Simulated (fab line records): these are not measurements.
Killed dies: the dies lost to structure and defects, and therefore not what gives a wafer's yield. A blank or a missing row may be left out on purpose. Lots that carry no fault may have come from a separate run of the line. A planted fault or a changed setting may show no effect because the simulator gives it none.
Which tool did it? ; flow berkeley cmos170 ; 7 lots, 21 wafers sampled, at 2 steps of a route of 331

## WHAT THE GAUGES SHOWED, per wafer
UCB170_M2_CD_MEAS_15: the cd target is 700 nm.
lot;measured;on;cd nm (nm)
L152;day 9 04:35;cd sem-01;697.5 697.6 699.0
L151;day 9 06:18;cd sem-01;698.8 700.3 700.5
L159;day 10 18:19;cd sem-01;702.0 701.6 702.2
L164;day 11 17:56;cd sem-01;701.3 701.5 703.1
L166;day 12 10:19;cd sem-02;699.9 697.9 699.0
L168;day 13 04:25;cd sem-01;698.9 700.2 700.3
L173;day 14 05:08;cd sem-01;699.3 697.4 698.7

## EACH LOT AND THE TOOL THAT RAN IT (in order: tool; ch and the chambers of the sampled wafers; start)
lot;UCB170_M2_STRIP_07
L152;plasma asher-02 ch 0,1, day 9 02:50
L151;plasma asher-02 ch 0,1, day 9 05:01
L159;plasma asher-04 ch 1, day 10 16:55
L164;plasma asher-04 ch 0,1, day 11 16:03
L166;plasma asher-01 ch 0,1, day 12 09:03
L168;plasma asher-01 ch 1, day 13 01:48
L173;plasma asher-04 ch 0,1, day 14 01:24
- UCB170_M2_STRIP_07: strips in O2.

## THE ANSWER, worked out from the rows above alone
Rule: what is usual is taken from the lots themselves. Put in order of their means at a reading, lots are off if they are a third of the lots or fewer, leave a main group of 4 or more, and stand apart from it by a gap of 3 or more times the standard deviation of the main group's means; of several such gaps the widest counts. A main group is skipped when, at the precision printed for the reading in the tables above, its means are all equal. A lot without any number at a reading at which 4 lots or more have one is off too. The other lots that the step has rows for count as sound.
Nothing can be told from this: no lot is off at any reading shown.

## WHAT THE SIMULATOR HAD INSERTED
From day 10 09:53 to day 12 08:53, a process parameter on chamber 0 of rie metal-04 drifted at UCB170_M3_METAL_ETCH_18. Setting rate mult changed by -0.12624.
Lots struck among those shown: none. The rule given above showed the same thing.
